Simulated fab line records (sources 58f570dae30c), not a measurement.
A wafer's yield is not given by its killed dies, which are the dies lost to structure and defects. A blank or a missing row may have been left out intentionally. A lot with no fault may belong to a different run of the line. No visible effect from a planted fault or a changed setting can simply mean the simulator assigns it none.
Which of the tools did it? | flow berkeleyCmos170 | 39 wafers from 13 lots sampled at 4 of the route's 331 steps

## WHAT THE GAUGES SHOWED, per wafer
UCB170_CONTACT_CD_MEAS_15: the cd target is 700 nm.
lot  | measured     | on       | cdNm (nm)
L850 | day 8 07:26  | cdSem-02 | 699.6 698.9 698.2
L851 | day 8 22:00  | cdSem-01 | 700.1 700.6 698.8
L852 | day 8 22:17  | cdSem-02 | 701.4 701.8 702.0
L855 | day 9 16:41  | cdSem-02 | 698.7 700.0 699.5
L856 | day 9 17:50  | cdSem-02 | 697.3 697.3 697.8
L854 | day 9 19:19  | cdSem-01 | 699.8 699.5 700.4
L853 | day 9 20:07  | cdSem-02 | 702.3 701.4 702.2
L859 | day 10 00:32 | cdSem-02 | 699.9 700.8 699.6
L860 | day 10 00:39 | cdSem-01 | 702.6 699.8 701.7
L864 | day 11 06:17 | cdSem-01 | 698.7 697.9 700.0
L865 | day 11 06:40 | cdSem-01 | 688.9 689.9 690.0
L871 | day 12 09:26 | cdSem-02 | 697.8 697.3 696.9
L873 | day 12 20:50 | cdSem-02 | 699.5 700.4 699.2

UCB170_V1_THK_MEAS_04.
lot  | measured     | on           | V1_POLISHED_THK (nm)
L850 | day 8 12:04  | filmMetro-03 | 999.1 998.1 999.1
L851 | day 9 03:09  | filmMetro-03 | 1001.6 999.8 1002.3
L852 | day 9 04:29  | filmMetro-03 | 1001.8 1003.3 1002.9
L855 | day 9 22:03  | filmMetro-01 | 999.4 999.8 1000.7
L856 | day 9 23:22  | filmMetro-01 | 1000.5 1001.8 1000.2
L854 | day 10 00:43 | filmMetro-01 | 1000.2 999.6 1000.5
L853 | day 10 02:02 | filmMetro-01 | 1000.5 1001.2 1000.8
L859 | day 10 05:23 | filmMetro-03 | 1001.7 999.2 1001.8
L860 | day 10 06:43 | filmMetro-04 | 1000.0 999.8 999.4
L864 | day 11 11:13 | filmMetro-03 | 1001.0 1000.5 999.8
L865 | day 11 12:38 | filmMetro-01 | 1001.8 1000.4 1001.7
L871 | day 12 14:19 | filmMetro-04 | 1000.2 1000.5 999.2
L873 | day 13 01:17 | filmMetro-01 | 999.0 999.4 998.4

## WHAT TOOL EACH LOT RAN ON (gives the tool, then ch and the chambers of the sampled wafers, and finally the start)
lot  | UCB170_CONTACT_RTA_08           | UCB170_V1_CVD_00
L850 | rtpAnneal-01 ch 0, day 8 06:23  | pecvd-04 ch 0,1,2, day 8 11:25
L851 | rtpAnneal-02 ch 0, day 8 20:25  | pecvd-02 ch 0,1,2, day 9 02:29
L852 | rtpAnneal-01 ch 0, day 8 20:25  | pecvd-04 ch 0,1,2, day 9 03:50
L855 | rtpAnneal-02 ch 0, day 9 15:38  | pecvd-02 ch 0,1,2, day 9 21:24
L856 | rtpAnneal-01 ch 0, day 9 16:24  | pecvd-04 ch 0,1,2, day 9 22:44
L854 | rtpAnneal-02 ch 0, day 9 17:31  | pecvd-03 ch 0,1,2, day 10 00:04
L853 | rtpAnneal-01 ch 0, day 9 17:56  | pecvd-04 ch 0,2, day 10 01:24
L859 | rtpAnneal-02 ch 0, day 9 23:30  | pecvd-02 ch 1,2, day 10 04:45
L860 | rtpAnneal-01 ch 0, day 9 23:43  | pecvd-04 ch 0,2, day 10 06:05
L864 | rtpAnneal-01 ch 0, day 11 03:54 | pecvd-02 ch 0,1,2, day 11 10:34
L865 | rtpAnneal-02 ch 0, day 11 04:46 | pecvd-04 ch 0,2, day 11 11:59
L871 | rtpAnneal-01 ch 0, day 12 08:29 | pecvd-04 ch 0,1,2, day 12 13:41
L873 | rtpAnneal-01 ch 0, day 12 19:48 | pecvd-04 ch 0,1, day 13 00:40
- UCB170_CONTACT_RTA_08: time 10 s.
- UCB170_V1_CVD_00: deposits SiO2 from TEOS/O2, target thk 2000 nm, time 250 s.

## AS READ BY THE TOOLS THEMSELVES (means over the sampled wafers that have a number; for cases with no such wafer, the mark the record gives instead)
UCB170_CONTACT_RTA_08.
lot  | tool         | lampPowerPct (%) | wafer_temp_C_max
L850 | rtpAnneal-01 | 24.7             | 902.6
L851 | rtpAnneal-02 | 20.8             | 901.9
L852 | rtpAnneal-01 | 24.7             | 902.5
L855 | rtpAnneal-02 | 20.8             | 902.3
L856 | rtpAnneal-01 | 24.7             | 902.4
L854 | rtpAnneal-02 | 20.8             | 901.7
L853 | rtpAnneal-01 | 24.7             | 902.3
L859 | rtpAnneal-02 | 20.8             | 902.0
L860 | rtpAnneal-01 | 24.7             | 902.3
L864 | rtpAnneal-01 | 24.7             | 902.4
L865 | rtpAnneal-02 | 20.8             | 902.2
L871 | rtpAnneal-01 | 24.7             | 902.4
L873 | rtpAnneal-01 | 24.7             | 902.3

UCB170_V1_CVD_00.
lot  | tool     | heaterPowerW (W) | pressureMtorr (mTorr)
L850 | pecvd-04 | 224              | 9013
L851 | pecvd-02 | 271              | 9000
L852 | pecvd-04 | 256              | 9004
L855 | pecvd-02 | 228              | 8981
L856 | pecvd-04 | 307              | 8985
L854 | pecvd-03 | 247              | 9002
L853 | pecvd-04 | 304              | 9000
L859 | pecvd-02 | 201              | 9007
L860 | pecvd-04 | 276              | 9004
L864 | pecvd-02 | 241              | 9004
L865 | pecvd-04 | 254              | 8989
L871 | pecvd-04 | 305              | 9007
L873 | pecvd-04 | 289              | 9002

## THE ANSWER, worked out from the rows above alone
Rule: the usual values come from the lots themselves. The widest of any qualifying gaps counts: lots, ordered by their means at a reading, are off when they make up no more than a third of the lots, leave a main group of 4 or more, and stand apart from it by 3 or more times the standard deviation of that group's means. Not used: any main group whose means are identical at the precision the tables above print for the reading. Also off: a lot with no number at a reading for which 4 or more lots have one. The other lots that the step has rows for count as sound. The gauges are gone through in route order, then the tools' own readings, and for those a lot's mean is taken as printed above. The first step at which some lot is off is used, and at that step the reading that is off furthest; a lot without a number counts as furthest.
Off, at UCB170_CONTACT_CD_MEAS_15 on cdNm: L865. The main group: mean 699.7 nm, standard deviation 1.4.
A tool fits if, at a process step before that reading, it ran every lot that is off, and no sound lot after the first of them. Those tools and the gauges at UCB170_CONTACT_CD_MEAS_15 are tried in the same way. Undecided on this evidence; 2 tools fit (rtpAnneal-02 at UCB170_CONTACT_RTA_08, cdSem-01 at UCB170_CONTACT_CD_MEAS_15).

## WHAT THE SIMULATOR PUT IN
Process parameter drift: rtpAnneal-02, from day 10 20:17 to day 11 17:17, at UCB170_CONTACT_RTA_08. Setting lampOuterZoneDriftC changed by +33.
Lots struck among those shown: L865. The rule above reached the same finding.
